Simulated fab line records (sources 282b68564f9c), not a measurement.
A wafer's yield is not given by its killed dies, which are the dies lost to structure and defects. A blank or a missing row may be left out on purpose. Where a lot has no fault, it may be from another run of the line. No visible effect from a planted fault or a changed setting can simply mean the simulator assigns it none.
fab line records	flow rit-cmos
record lots=5	wafers=23
route steps=202 shown SPACER@128 NSD@139 PSD@150 SDANNEAL@156 PLDD@159 NLDD@160 CONTACT@168 M1@188
start-h: start of the lot's first displayed wafer, in hours after the record's first day	wait-h: hours from the lot's prior step to this one	" repeats the value in the row above	L1.1+2: one row covering several wafers at once	- no value, or no start was given	* or withheld: withheld	< > ~ a bound
route shown NAME@n: names a module that has steps shown in the file, with the first one's number in the route	usual: the fault-free wafers' mean and standard deviation	same: alike in all rows	chamber/n: place in a boat	sites: the reading at each site	_std_site: standard deviation across them	_edge_site: inner sites' mean taken away from outer sites' mean	radius-mm: how far each site lies from the wafer's centre	mask NAME#n: copy n	behind: the last tool/chamber to shape the wafer	hold: why the lot went on hold/how many hours it stayed there/how the hold came to an end	device: the n, p or np transistor that did not switch	end of line: the tests these same wafers got at the end of their route	a step with no rows: only its recipe	killed: the dies lost at the first sort to structure and to defects; this is not the yield of the wafer	map: shows each die of a wafer: x if killed, . if not, _ if none is there
set.NAME: the setting as run; set.NAME@STEP: as run at that earlier step	model.NAME: the simulator's own value behind a step, which no gauge read
one table per step and one row per wafer, for lots whose settings were changed on purpose
## steps
# step RIT_SPACER_CVD_03
# recipe material=Si3N4	target-thk-nm=250	temp-c=810	precursor=SiH2Cl2/NH3	time-s=3300	pressure-mtorr=300	sih2cl2-flow-sccm=60	nh3-flow-sccm=150
lot.wafer	tool	chamber	start-h	wait-h	set.time-s	model.Si3N4_of_SPACER_CVD_03.thk-nm
L075.1	-	-	-	1.6	3659	277.4
L075.2	"	-	"	"	3659	275.7
L075.4	"	-	"	"	3659	278
L075.5	"	-	"	"	3659	276.7
L075.6	"	-	"	"	3659	277.2
L078.1	-	-	-	0.0	3660	277.4
L078.2	"	-	"	"	3660	279.1
L078.3	"	-	"	"	3660	277.6
L078.5+6	"	-	"	"	3660	277.3
L081.1	lpcvd-02	0	82.28	0.0	3300	251.2
L081.3	"	0	"	"	3300	254.4
L081.6	"	0	"	"	3300	253.2
L084.1	-	-	-	0.0	3300	249.7
L084.2	"	-	"	"	3300	248.1
L084.3	"	-	"	"	3300	249.8
L084.4	"	-	"	"	3300	250.5
L084.6	"	-	"	"	3300	253.2
L085.1	-	-	-	0.0	3763	284.9
L085.3	"	-	"	"	3763	284
L085.4	"	-	"	"	3763	281.3
L085.5	"	-	"	"	3763	281.8
L085.6	"	-	"	"	3763	283
# step RIT_SPACER_THK_MEAS_04
# recipe reads=Si3N4_of_SPACER_CVD_03
# usual SPACER_NITRIDE_THK=250.1/2.4
lot.wafer	tool	chamber	start-h	wait-h	set.time-s@SPACER_CVD_03	SPACER_NITRIDE_THK[nm]
L075.1	film-metro-03	-	-	-	3659	277.3
L075.2	"	-	"	"	3659	275.6
L075.4	"	-	"	"	3659	278.1
L075.5	"	-	"	"	3659	276.8
L075.6	"	-	"	"	3659	277.2
L078.1	film-metro-02	-	-	-	3660	277.6
L078.2	"	-	"	"	3660	279.3
L078.3	"	-	"	"	3660	277.8
L078.5	"	-	"	"	3660	277.1
L078.6	"	-	"	"	3660	277.1
L081.1	film-metro-03	-	84.20	0.0	3300	251.0
L081.3	"	-	"	"	3300	254.7
L081.6	"	-	"	"	3300	253.3
L084.1	film-metro-02	-	-	-	3300	249.8
L084.2	"	-	"	"	3300	247.9
L084.3	"	-	"	"	3300	249.6
L084.4	"	-	"	"	3300	250.3
L084.6	"	-	"	"	3300	253.1
L085.1	film-metro-01	-	-	-	3763	284.9
L085.3	"	-	"	"	3763	284.0
L085.4	"	-	"	"	3763	281.2
L085.5	"	-	"	"	3763	281.7
L085.6	"	-	"	"	3763	282.7
# step RIT_SPACER_ETCHBACK_05
# recipe target-depth-a=2500	SF6_flow_sccm=30	CHF3_flow_sccm=30	target=Si3N4	chemistry=SF6/CHF3	pressure-mtorr=40	rf-w=250	time-s=240	stop-on=SiO2
lot.wafer	tool	chamber	start-h	wait-h	set.time-s@SPACER_CVD_03	model.etch.depth-nm	model.Si3N4_of_SPACER_CVD_03.thk-nm
L075.1	rie-diel-02	1	54.32	0.1	3659	277.4	218.1
L075.2	"	2	"	"	3659	275.7	216.7
L075.4	"	2	"	"	3659	278	218.1
L075.5	"	1	"	"	3659	276.7	217.3
L075.6	"	3	"	"	3659	277.2	216.8
L078.1	rie-diel-04	3	70.25	0.1	3660	277.4	217.1
L078.2	"	2	"	"	3660	279.1	217.9
L078.3	"	1	"	"	3660	277.6	217.5
L078.5	"	2	"	"	3660	277.3	217
L078.6	"	3	"	"	3660	277.3	217.4
L081.1	rie-diel-02	1	84.26	0.1	3300	251.2	197.1
L081.3	"	2	"	"	3300	254.4	199.6
L081.6	"	1	"	"	3300	253.2	199.3
L084.1	rie-diel-03	2	98.25	0.1	3300	249.7	195.3
L084.2	"	3	"	"	3300	248.1	195.1
L084.3	"	0	"	"	3300	249.8	196.4
L084.4	"	1	"	"	3300	250.5	195.8
L084.6	"	0	"	"	3300	253.2	198.7
L085.1	rie-diel-04	3	106.26	0.1	3763	284.9	223.8
L085.3	"	2	"	"	3763	284	222.4
L085.4	"	1	"	"	3763	281.3	220.3
L085.5	"	3	"	"	3763	281.8	220.8
L085.6	"	0	"	"	3763	283	220.6
# step RIT_NSD_IMPLANT_08
# recipe species=P	energy-kev=25	dose-cm2=1e+15	tilt-deg=7
lot.wafer	tool	chamber	start-h	wait-h	set.dose-cm2
L075.1+2+5	implanter-03	0	55.63	0.1	1e+15
L075.4+6	"	0	"	"	9.625e+14
L078.1+2+3+5+6	implanter-01	0	71.43	0.1	1e+15
L081.1+3+6	implanter-04	0	85.45	0.1	1e+15
L084.1+2+3+4+6	implanter-04	0	99.73	0.1	1e+15
L085.1+3	implanter-03	0	107.52	0.1	1.068e+15
L085.4+5+6	"	0	"	"	1e+15
# step RIT_PSD_IMPLANT_08
# recipe species=BF2	energy-kev=27	dose-cm2=5e+15	tilt-deg=7
lot.wafer	tool	chamber	start-h	wait-h	set.dose-cm2
L075.1+4+5	implanter-02	0	57.10	0.1	5e+15
L075.2+6	"	0	"	"	5.348e+15
L078.1+3+5	implanter-03	0	72.98	0.1	5.237e+15
L078.2+6	"	0	"	"	5e+15
L081.1+3+6	implanter-03	0	86.99	0.1	5e+15
L084.1+2	implanter-04	0	101.37	0.1	5e+15
L084.3+4+6	"	0	"	"	4.751e+15
L085.1+4	implanter-03	0	108.94	0.1	5.247e+15
L085.3+5+6	"	0	"	"	5e+15
# step RIT_PSD_STRIP_09
# recipe chemistry=O2	time-s=180	resist=NOVOLAK	platen-temp-c=withheld	power-w=500	pressure-mtorr=4000	o2-flow-sccm=4000
# step RIT_SDANNEAL_RTA_03
# recipe temp-c=1050	time-s=5	idle-temp-c=600	ramp-up-c-per-s=342	ramp-down-c-per-s=171	cool-to-c=600	ambient=N2
# step RIT_SDANNEAL_RS_MEAS_05
# recipe thk-meas-gauge=four-point-probe
# usual NSD_RS=84.49/0.27
lot.wafer	tool	chamber	start-h	wait-h	set.dose-cm2@NSD_IMPLANT_08	NSD_RS[ohm/sq]
L075.1	film-metro-01	-	58.04	0.1	1e+15	84.79
L075.2	"	-	"	"	1e+15	84.84
L075.4	"	-	"	"	9.625e+14	87.26
L075.5	"	-	"	"	1e+15	84.50
L075.6	"	-	"	"	9.625e+14	87.26
L078.1	film-metro-04	-	73.92	0.1	1e+15	84.76
L078.2	"	-	"	"	1e+15	84.43
L078.3	"	-	"	"	1e+15	84.51
L078.5	"	-	"	"	1e+15	84.37
L078.6	"	-	"	"	1e+15	84.65
L081.1	film-metro-04	-	87.96	0.1	1e+15	84.67
L081.3	"	-	"	"	1e+15	84.88
L081.6	"	-	"	"	1e+15	84.73
L084.1	film-metro-04	-	102.30	0.1	1e+15	84.80
L084.2	"	-	"	"	1e+15	84.86
L084.3	"	-	"	"	1e+15	84.58
L084.4	"	-	"	"	1e+15	84.97
L084.6	"	-	"	"	1e+15	84.66
L085.1	film-metro-02	-	109.87	0.1	1.068e+15	80.09
L085.3	"	-	"	"	1.068e+15	79.85
L085.4	"	-	"	"	1e+15	84.13
L085.5	"	-	"	"	1e+15	84.18
L085.6	"	-	"	"	1e+15	84.40
# step RIT_SDANNEAL_RS_MEAS_06
# recipe thk-meas-gauge=four-point-probe
# usual PLDD_RS=178.6/0.43
lot.wafer	tool	chamber	start-h	wait-h	set.energy-kev@PLDD_IMPLANT_08	PLDD_RS[ohm/sq]
L075.1	film-metro-01	-	58.16	0.1	20	178.2
L075.2	"	-	"	"	20	178.8
L075.4	"	-	"	"	20	178.5
L075.5	"	-	"	"	20.38	177.6
L075.6	"	-	"	"	20.38	177.5
L078.1	film-metro-04	-	74.04	0.1	20	177.8
L078.2	"	-	"	"	18.91	181.8
L078.3	"	-	"	"	20	178.4
L078.5	"	-	"	"	18.91	181.1
L078.6	"	-	"	"	18.91	181.1
L081.1	film-metro-04	-	88.08	0.1	20	178.7
L081.3	"	-	"	"	20	178.6
L081.6	"	-	"	"	20	178.4
L084.1	film-metro-04	-	102.42	0.1	20	178.5
L084.2	"	-	"	"	20	179.1
L084.3	"	-	"	"	19.44	180.7
L084.4	"	-	"	"	20	178.4
L084.6	"	-	"	"	19.44	181.2
L085.1	film-metro-02	-	109.99	0.1	20	178.1
L085.3	"	-	"	"	20	178.5
L085.4	"	-	"	"	18.89	182.1
L085.5	"	-	"	"	18.89	182.6
L085.6	"	-	"	"	20	178.3
# step RIT_SDANNEAL_RS_MEAS_07
# recipe thk-meas-gauge=four-point-probe
# usual NLDD_RS=151.7/0.52
lot.wafer	tool	chamber	start-h	wait-h	set.dose-cm2@NLDD_IMPLANT_08	NLDD_RS[ohm/sq]
L075.1	film-metro-01	-	58.28	0.1	5e+14	151.1
L075.2	"	-	"	"	5e+14	151.7
L075.4	"	-	"	"	5e+14	151.2
L075.5	"	-	"	"	5e+14	151.2
L075.6	"	-	"	"	5e+14	151.2
L078.1	film-metro-04	-	74.16	0.1	5e+14	152.1
L078.2	"	-	"	"	5e+14	151.9
L078.3	"	-	"	"	5e+14	151.8
L078.5	"	-	"	"	4.709e+14	159.2
L078.6	"	-	"	"	4.709e+14	159.3
L081.1	film-metro-04	-	88.20	0.1	5e+14	152.3
L081.3	"	-	"	"	5e+14	152.0
L081.6	"	-	"	"	5e+14	152.0
L084.1	film-metro-04	-	102.54	0.1	5e+14	152.3
L084.2	"	-	"	"	5e+14	152.1
L084.3	"	-	"	"	5e+14	152.2
L084.4	"	-	"	"	5e+14	152.7
L084.6	"	-	"	"	5e+14	152.2
L085.1	film-metro-02	-	110.11	0.1	4.644e+14	161.2
L085.3	"	-	"	"	5e+14	151.7
L085.4	"	-	"	"	5e+14	152.3
L085.5	"	-	"	"	5e+14	152.2
L085.6	"	-	"	"	4.644e+14	161.4
# step RIT_CONTACT_CVD_00
# recipe material=SiO2	target-thk-nm=400	precursor=TEOS	temp-c=390	time-s=61	rf-w=400
lot.wafer	tool	chamber	start-h	wait-h	set.time-s	model.SiO2_of_CONTACT_CVD_00.thk-nm
L075.1	pecvd-03	2	58.92	0.1	61	401.1
L075.2	"	0	"	"	69.82	461.6
L075.4	"	2	"	"	61	409.7
L075.5	"	0	"	"	69.82	469.2
L075.6	"	1	"	"	69.82	468.4
L078.1	pecvd-03	1	74.80	0.1	69.78	460.4
L078.2	"	0	"	"	61	402.9
L078.3	"	2	"	"	61	396.9
L078.5	"	1	"	"	69.78	460.6
L078.6	"	2	"	"	69.78	461.4
L081.1	pecvd-03	0	88.84	0.1	61	397.4
L081.3	"	1	"	"	61	396.6
L081.6	"	1	"	"	61	405.6
L084.1	pecvd-03	2	103.18	0.1	61	398.8
L084.2	"	0	"	"	55.96	363.9
L084.3	"	1	"	"	61	398.6
L084.4	"	1	"	"	55.96	374.4
L084.6	"	0	"	"	55.96	373.5
L085.1	pecvd-04	2	110.75	0.1	61	398.7
L085.3	"	0	"	"	61	397.7
L085.4	"	1	"	"	61	406.5
L085.5	"	0	"	"	61	405.9
L085.6	"	2	"	"	61	405.2
# step RIT_CONTACT_THK_MEAS_01
# recipe reads=SiO2_of_CONTACT_CVD_00
# usual CONTACT_TEOS_THK=401/5.1
lot.wafer	tool	chamber	start-h	wait-h	set.time-s@CONTACT_CVD_00	CONTACT_TEOS_THK[nm]
L075.1	film-metro-04	-	58.97	0.0	61	401
L075.2	"	-	"	"	69.82	462
L075.4	"	-	"	"	61	410
L075.5	"	-	"	"	69.82	470
L075.6	"	-	"	"	69.82	469
L078.1	film-metro-03	-	74.85	0.0	69.78	461
L078.2	"	-	"	"	61	403
L078.3	"	-	"	"	61	396
L078.5	"	-	"	"	69.78	461
L078.6	"	-	"	"	69.78	462
L081.1	film-metro-04	-	88.89	0.0	61	398
L081.3	"	-	"	"	61	397
L081.6	"	-	"	"	61	405
L084.1	film-metro-01	-	103.23	0.0	61	399
L084.2	"	-	"	"	55.96	364
L084.3	"	-	"	"	61	399
L084.4	"	-	"	"	55.96	374
L084.6	"	-	"	"	55.96	374
L085.1	film-metro-03	-	110.80	0.0	61	399
L085.3	"	-	"	"	61	398
L085.4	"	-	"	"	61	407
L085.5	"	-	"	"	61	406
L085.6	"	-	"	"	61	405
# step RIT_CONTACT_DEVELOP_07
# recipe resist=NOVOLAK	develop-time-s=120	dev-temp-c=23
lot.wafer	tool	chamber	start-h	wait-h	set.develop-time-s
L075.1+2+4+5+6	litho-track-02	0	-	-	120
L078.1+2+6	litho-track-03	0	-	-	104.2
L078.3+5	"	0	"	"	120
L081.1+3+6	litho-track-03	0	-	-	120
L084.1+4	litho-track-02	0	-	-	108.1
L084.2+3+6	"	0	"	"	120
L085.1+3+5	litho-track-02	0	-	-	120
L085.4+6	"	0	"	"	115.4
# step RIT_CONTACT_CD_MEAS_08
# recipe target-cd-nm=1000
# usual cd-nm=998.7/2
lot.wafer	tool	chamber	start-h	wait-h	set.develop-time-s@CONTACT_DEVELOP_07	cd-nm
L075.1	cd-sem-02	-	60.00	-	120	999.0
L075.2	"	-	"	"	120	999.5
L075.4	"	-	"	"	120	1000.3
L075.5	"	-	"	"	120	997.6
L075.6	"	-	"	"	120	999.2
L078.1	cd-sem-01	-	76.00	-	104.2	985.3
L078.2	"	-	"	"	104.2	984.9
L078.3	"	-	"	"	120	995.7
L078.5	"	-	"	"	120	996.8
L078.6	"	-	"	"	104.2	983.2
L081.1	cd-sem-01	-	89.91	-	120	998.9
L081.3	"	-	"	"	120	1000.7
L081.6	"	-	"	"	120	998.6
L084.1	cd-sem-01	-	104.25	-	108.1	988.9
L084.2	"	-	"	"	120	998.7
L084.3	"	-	"	"	120	998.0
L084.4	"	-	"	"	108.1	990.8
L084.6	"	-	"	"	120	999.0
L085.1	cd-sem-01	-	111.95	-	120	995.0
L085.3	"	-	"	"	120	998.2
L085.4	"	-	"	"	115.4	996.5
L085.5	"	-	"	"	120	999.1
L085.6	"	-	"	"	115.4	996.5
# step RIT_CONTACT_ETCH_11
# recipe target-depth-a=4800	over-etch-frac=0.2	stop-on=TiSi2	chemistry=CHF3/CF4/Ar	target=SiO2	CHF3_flow_sccm=50	cf4-flow-sccm=10	Ar_flow_sccm=100	O2_flow_sccm=5	pressure-mtorr=100	rf-w=200	time-s=320
lot.wafer	tool	chamber	start-h	wait-h	set.time-s	set.time-s@CONTACT_CVD_00	set.develop-time-s@CONTACT_DEVELOP_07	model.etch.depth-nm	model.CONTACT.feature-depth-nm	model.CONTACT.cd-nm
L075.1	rie-diel-02	1	60.30	0.1	320	61	120	401.1	401.1	999.4
L075.2	"	2	"	"	320	69.82	120	461.6	461.6	999.3
L075.4	"	3	"	"	320	61	120	409.7	409.7	1000
L075.5	"	2	"	"	320	69.82	120	469.2	469.2	997.9
L075.6	"	1	"	"	320	69.82	120	467.6	467.6	999.4
L078.1	rie-diel-04	2	76.31	0.1	320	69.78	104.2	460.4	460.4	985.2
L078.2	"	0	"	"	294.5	61	104.2	402.9	402.9	984.4
L078.3	"	3	"	"	294.5	61	120	396.9	396.9	995.2
L078.5	"	2	"	"	320	69.78	120	460.6	460.6	996.8
L078.6	"	1	"	"	294.5	69.78	104.2	439.3	439.3	982.9
L081.1	rie-diel-04	3	90.22	0.1	320	61	120	397.4	397.4	998.6
L081.3	"	1	"	"	320	61	120	396.6	396.6	1001
L081.6	"	2	"	"	320	61	120	405.6	405.6	998.7
L084.1	rie-diel-02	2	104.56	0.1	363.4	61	108.1	398.8	398.8	989.6
L084.2	"	3	"	"	320	55.96	120	363.9	363.9	998.7
L084.3	"	1	"	"	320	61	120	398.6	398.6	998.2
L084.4	"	0	"	"	363.4	55.96	108.1	374.4	374.4	990.9
L084.6	"	0	"	"	363.4	55.96	120	373.5	373.5	999
L085.1	rie-diel-04	1	112.26	0.1	320	61	120	398.7	398.7	995.4
L085.3	"	3	"	"	320	61	120	397.7	397.7	997.8
L085.4	"	2	"	"	320	61	115.4	406.5	406.5	996.1
L085.5	"	3	"	"	366.4	61	120	405.9	405.9	999.3
L085.6	"	0	"	"	366.4	61	115.4	405.2	405.2	996.7
# step RIT_CONTACT_STRIP_12
# recipe chemistry=O2	time-s=180	resist=NOVOLAK	platen-temp-c=withheld	power-w=500	pressure-mtorr=4000	o2-flow-sccm=4000
# step RIT_CONTACT_CD_MEAS_90
# recipe target-cd-nm=1000
# usual cd-nm=998.7/2
lot.wafer	tool	chamber	start-h	wait-h	set.develop-time-s@CONTACT_DEVELOP_07	cd-nm
L075.1	cd-sem-02	-	60.67	0.1	120	999.5
L075.2	"	-	"	"	120	999.5
L075.4	"	-	"	"	120	1000.2
L075.5	"	-	"	"	120	997.9
L075.6	"	-	"	"	120	999.2
L078.1	cd-sem-02	-	76.68	0.1	104.2	985.3
L078.2	"	-	"	"	104.2	984.4
L078.3	"	-	"	"	120	995.3
L078.5	"	-	"	"	120	996.6
L078.6	"	-	"	"	104.2	983.0
L081.1	cd-sem-01	-	90.59	0.1	120	998.6
L081.3	"	-	"	"	120	1000.6
L081.6	"	-	"	"	120	998.8
L084.1	cd-sem-01	-	104.93	0.1	108.1	989.6
L084.2	"	-	"	"	120	998.5
L084.3	"	-	"	"	120	998.5
L084.4	"	-	"	"	108.1	990.9
L084.6	"	-	"	"	120	999.1
L085.1	cd-sem-02	-	112.63	0.1	120	995.6
L085.3	"	-	"	"	120	997.8
L085.4	"	-	"	"	115.4	996.1
L085.5	"	-	"	"	120	999.5
L085.6	"	-	"	"	115.4	996.8
# step RIT_M1_COAT_04
# recipe resist=NOVOLAK	spin-rpm=2000	resist-thk-nm=1300
lot.wafer	tool	chamber	start-h	wait-h	set.resist-thk-nm	model.NOVOLAK_of_M1_COAT_04.thk-nm
L075.1	litho-track-04	0	61.77	0.1	1377	1370
L075.2	"	0	"	"	1377	1375
L075.4	"	0	"	"	1300	1296
L075.5+6	"	0	"	"	1300	1299
L078.1	litho-track-03	0	77.77	0.1	1234	1232
L078.2	"	0	"	"	1234	1235
L078.3	"	0	"	"	1300	1297
L078.5	"	0	"	"	1300	1303
L078.6	"	0	"	"	1300	1299
L081.1	litho-track-03	0	91.68	0.1	1300	1304
L081.3	"	0	"	"	1300	1297
L081.6	"	0	"	"	1300	1298
L084.1+6	litho-track-01	0	106.02	0.1	1300	1294
L084.2+3	"	0	"	"	1300	1299
L084.4	"	0	"	"	1300	1297
L085.1	litho-track-01	0	113.74	0.1	1328	1329
L085.3+5	"	0	"	"	1300	1300
L085.4	"	0	"	"	1300	1302
L085.6	"	0	"	"	1328	1325
# step RIT_M1_SOFTBAKE_05
# recipe resist=NOVOLAK	temp-c=90	time-s=60
# step RIT_M1_EXPOSE_06
# recipe mask-id=M12	na=0.6	source-shape=conventional	sigma-outer=0.5	target-cd-nm=2600	dose-mj=250
# step RIT_M1_PEB_07
# recipe resist=NOVOLAK	temp-c=withheld	time-s=withheld
# step RIT_M1_DEVELOP_08
# recipe resist=NOVOLAK	develop-time-s=68	dev-temp-c=23
# step RIT_M1_CD_MEAS_09
# recipe target-cd-nm=2600
# usual cd-nm=2600.0/2.4
lot.wafer	tool	chamber	start-h	wait-h	set.resist-thk-nm@M1_COAT_04	cd-nm
L075.1	cd-sem-02	-	62.50	-	1377	2606.0
L075.2	"	-	"	"	1377	2604.2
L075.4	"	-	"	"	1300	2598.7
L075.5	"	-	"	"	1300	2599.6
L075.6	"	-	"	"	1300	2599.1
L078.1	cd-sem-02	-	78.63	-	1234	2597.2
L078.2	"	-	"	"	1234	2596.3
L078.3	"	-	"	"	1300	2602.5
L078.5	"	-	"	"	1300	2602.2
L078.6	"	-	"	"	1300	2602.3
L081.1	cd-sem-01	-	92.54	-	1300	2598.0
L081.3	"	-	"	"	1300	2598.5
L081.6	"	-	"	"	1300	2600.7
L084.1	cd-sem-01	-	106.88	-	1300	2600.4
L084.2	"	-	"	"	1300	2600.6
L084.3	"	-	"	"	1300	2601.3
L084.4	"	-	"	"	1300	2600.2
L084.6	"	-	"	"	1300	2601.5
L085.1	cd-sem-01	-	114.59	-	1328	2601.7
L085.3	"	-	"	"	1300	2599.4
L085.4	"	-	"	"	1300	2599.2
L085.5	"	-	"	"	1300	2599.7
L085.6	"	-	"	"	1328	2602.4
# step RIT_M1_HARDBAKE_11
# recipe resist=NOVOLAK	temp-c=140	time-s=120
lot.wafer	tool	chamber	start-h	wait-h	set.resist-thk-nm@M1_COAT_04	model.NOVOLAK_of_M1_COAT_04.thk-nm
L075.1	litho-track-03	0	62.65	0.0	1377	1197
L075.2	"	0	"	"	1377	1202
L075.4	"	0	"	"	1300	1133
L075.5+6	"	0	"	"	1300	1136
L078.1	litho-track-03	0	78.79	0.0	1234	1078
L078.2	"	0	"	"	1234	1081
L078.3	"	0	"	"	1300	1135
L078.5	"	0	"	"	1300	1140
L078.6	"	0	"	"	1300	1136
L081.1	litho-track-03	0	92.69	0.0	1300	1140
L081.3+6	"	0	"	"	1300	1135
L084.1+6	litho-track-03	0	107.11	0.1	1300	1132
L084.2+3	"	0	"	"	1300	1136
L084.4	"	0	"	"	1300	1134
L085.1	litho-track-04	0	114.75	0.0	1328	1162
L085.3+5	"	0	"	"	1300	1137
L085.4	"	0	"	"	1300	1138
L085.6	"	0	"	"	1328	1158
## key
split step=RIT_SPACER_CVD_03	setting=time-s	stated=3300	by=lot
response step=RIT_SPACER_CVD_03	reading=model.Si3N4_of_SPACER_CVD_03.thk-nm	change=+2.32	per=1%	r=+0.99
response step=RIT_SPACER_THK_MEAS_04	reading=SPACER_NITRIDE_THK	change=+2.32	per=1%	r=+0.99
response step=RIT_SPACER_ETCHBACK_05	reading=model.etch.depth-nm	change=+2.32	per=1%	r=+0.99
response step=RIT_SPACER_ETCHBACK_05	reading=model.Si3N4_of_SPACER_CVD_03.thk-nm	change=+1.79	per=1%	r=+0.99
split step=RIT_NSD_IMPLANT_08	setting=dose-cm2	stated=1e+15	by=wafer
response step=RIT_SDANNEAL_RS_MEAS_05	reading=NSD_RS	change=-0.64	per=1%	r=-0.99
split step=RIT_PSD_IMPLANT_08	setting=dose-cm2	stated=5e+15	by=wafer
response none clear
split step=RIT_CONTACT_CVD_00	setting=time-s	stated=61	by=wafer
response step=RIT_CONTACT_CVD_00	reading=model.SiO2_of_CONTACT_CVD_00.thk-nm	change=+4.11	per=1%	r=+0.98
response step=RIT_CONTACT_THK_MEAS_01	reading=CONTACT_TEOS_THK	change=+4.13	per=1%	r=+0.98
response step=RIT_CONTACT_ETCH_11	reading=model.etch.depth-nm	change=+3.88	per=1%	r=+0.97
response step=RIT_CONTACT_ETCH_11	reading=model.CONTACT.feature-depth-nm	change=+3.88	per=1%	r=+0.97
split step=RIT_CONTACT_DEVELOP_07	setting=develop-time-s	stated=120	by=wafer
response step=RIT_CONTACT_CD_MEAS_08	reading=cd-nm	change=+0.854	per=1%	r=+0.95
response step=RIT_CONTACT_ETCH_11	reading=model.CONTACT.cd-nm	change=+0.85	per=1%	r=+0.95
response step=RIT_CONTACT_CD_MEAS_90	reading=cd-nm	change=+0.846	per=1%	r=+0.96
split step=RIT_CONTACT_ETCH_11	setting=time-s	stated=320	by=wafer
response none clear
split step=RIT_M1_COAT_04	setting=resist-thk-nm	stated=1300	by=wafer
response step=RIT_M1_COAT_04	reading=model.NOVOLAK_of_M1_COAT_04.thk-nm	change=+12.8	per=1%	r=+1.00
response step=RIT_M1_CD_MEAS_09	reading=cd-nm	change=+1.06	per=1%	r=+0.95
response step=RIT_M1_HARDBAKE_11	reading=model.NOVOLAK_of_M1_COAT_04.thk-nm	change=+11	per=1%	r=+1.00
split outside-this-file step=RIT_NLDD_IMPLANT_08 setting=dose-cm2
split outside-this-file step=RIT_PLDD_IMPLANT_08 setting=energy-kev
# split outside-this-file: this setting was split too, and the file shows its column; the key of that split is in another file
